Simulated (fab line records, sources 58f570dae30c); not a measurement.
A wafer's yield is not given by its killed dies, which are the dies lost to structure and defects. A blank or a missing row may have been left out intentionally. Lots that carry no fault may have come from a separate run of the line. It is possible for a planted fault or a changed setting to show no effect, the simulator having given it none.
The tool behind it: which one? ; flow berkeley cmos170 ; Sampling: 13 lots, 39 wafers, 4 of 331 route steps

== WHAT THE GAUGES SHOWED, per wafer ==
UCB170_NWELL_OVL_MEAS_12.
lot;measured;on;NWELL_OVL (nm)
L418;day 2 15:18;overlay-02;-5 -3 -6
L419;day 2 21:56;overlay-01;0 7 2
L420;day 2 22:13;overlay-02;-9 -12 -7
L422;day 3 08:27;overlay-02;-7 -2 -3
L421;day 3 08:35;overlay-02;3 6 7
L423;day 3 08:44;overlay-02;1 -3 1
L424;day 3 23:35;overlay-01;14 7 5
L425;day 3 23:53;overlay-01;-8 -6 -3
L426;day 4 05:25;overlay-01;-3 -6 -4
L427;day 4 11:26;overlay-01;-3 2 1
L428;day 4 17:10;overlay-01;-2 4 0
L437;day 6 13:29;overlay-01;7 5 9
L440;day 6 21:28;overlay-02;-8 -9 -5

UCB170_PWELL_THK_MEAS_03.
lot;measured;on;PWELL_OXIDE_THK (nm)
L418;day 3 00:49;film metro-01;27.1 27.6 27.0
L419;day 3 08:20;film metro-04;26.3 26.5 27.0
L420;day 3 08:20;film metro-01;27.3 26.8 27.1
L422;day 3 20:40;film metro-01;26.9 27.0 26.9
L421;day 3 20:40;film metro-03;26.5 26.4 25.9
L423;day 3 20:40;film metro-04;26.0 26.5 25.8
L424;day 4 09:55;film metro-01;27.0 27.0 26.8
L425;day 4 09:53;film metro-01;26.2 26.0 26.2
L426;day 4 16:26;film metro-03;26.6 26.0 26.2
L427;day 4 21:03;film metro-04;26.5 26.4 25.9
L428;day 5 02:53;film metro-01;25.8 25.8 26.3
L437;day 7 02:20;film metro-03;26.3 26.3 26.6
L440;day 7 08:38;film metro-04;27.7 27.5 27.6

UCB170_SCREENOX_THK_MEAS_02.
lot;measured;on;SCREENOX_OXIDE_THK (nm)
L418;day 6 00:44;film metro-01;14.26 14.51 14.50
L419;day 6 12:29;film metro-01;14.31 14.56 14.49
L420;day 6 12:30;film metro-03;14.12 14.25 14.18
L422;day 7 04:35;film metro-03;13.94 14.22 13.93
L421;day 7 04:36;film metro-02;14.36 14.54 14.30
L423;day 7 04:35;film metro-01;14.06 14.09 14.03
L424;day 7 13:08;film metro-03;14.40 14.55 14.56
L425;day 7 13:09;film metro-02;14.48 14.31 14.06
L426;day 7 18:59;film metro-01;14.34 14.38 14.56
L427;day 7 18:59;film metro-02;14.01 13.90 13.95
L428;day 7 18:59;film metro-03;14.71 14.71 14.57
L437;day 10 12:17;film metro-03;17.54 17.49 17.76
L440;day 10 19:47;film metro-03;17.71 17.39 17.37

UCB170_NVT_OVL_MEAS_06.
lot;measured;on;NVT_OVL (nm)
L418;day 6 07:57;overlay-01;8 1 -2
L419;day 6 19:07;overlay-02;-4 -6 -3
L420;day 6 19:14;overlay-01;-5 -9 -10
L422;day 7 11:29;overlay-01;-7 3 -2
L421;day 7 11:46;overlay-01;-2 -2 -6
L423;day 7 12:04;overlay-01;-2 -1 0
L424;day 7 19:02;overlay-01;-6 -9 -4
L425;day 7 19:19;overlay-02;6 -3 2
L426;day 8 01:54;overlay-02;4 1 1
L427;day 8 02:16;overlay-02;-2 0 -9
L428;day 8 02:01;overlay-02;2 -5 -4
L437;day 10 20:34;overlay-02;-2 2 -4
L440;day 11 00:31;overlay-02;-3 -7 -2

== WHICH TOOL RAN EACH LOT (tool, then ch and the chambers of the sampled wafers, then the start) ==
The record shows no process step preceding these readings.

== AS READ BY THE TOOLS THEMSELVES (means over the sampled wafers that have a number; for cases with no such wafer, the mark the record gives instead) ==
The record holds no such reading with a usual standard deviation.

== THE ANSWER, worked out from the rows above alone ==
Rule: what is usual is taken from the lots themselves. The widest of any qualifying gaps counts: lots, ordered by their means at a reading, are off when they make up no more than a third of the lots, leave a main group of 4 or more, and stand apart from it by 3 or more times the standard deviation of that group's means. If all means in a main group match to the digits the tables above print for the reading, that group is not used. Also off: a lot with no number at a reading for which 4 or more lots have one. Any other lot the step has rows for is counted as sound. Order of review: gauges by route order, followed by the tools' own readings, for which a lot's mean as printed above is used. The first step at which some lot is off is used, and at that step the reading that is off furthest; a lot without a number counts as furthest.
Off: at UCB170_SCREENOX_THK_MEAS_02 (SCREENOX_OXIDE_THK), L437, L440. The main group has a mean of 14.31 nm with a standard deviation of 0.21.
If a tool, at a process step before that reading, ran all the lots that are off and no sound lot after the first of them, it fits. Those tools and the gauges at UCB170_SCREENOX_THK_MEAS_02 are tried in the same way. One fits: film metro-03 at UCB170_SCREENOX_THK_MEAS_02. A fault onset in the window from L428 (day 7 18:59, its last sound lot) to L437 (day 10 12:17, its first lot off) fits.

== WHAT WAS PUT IN BY THE SIMULATOR ==
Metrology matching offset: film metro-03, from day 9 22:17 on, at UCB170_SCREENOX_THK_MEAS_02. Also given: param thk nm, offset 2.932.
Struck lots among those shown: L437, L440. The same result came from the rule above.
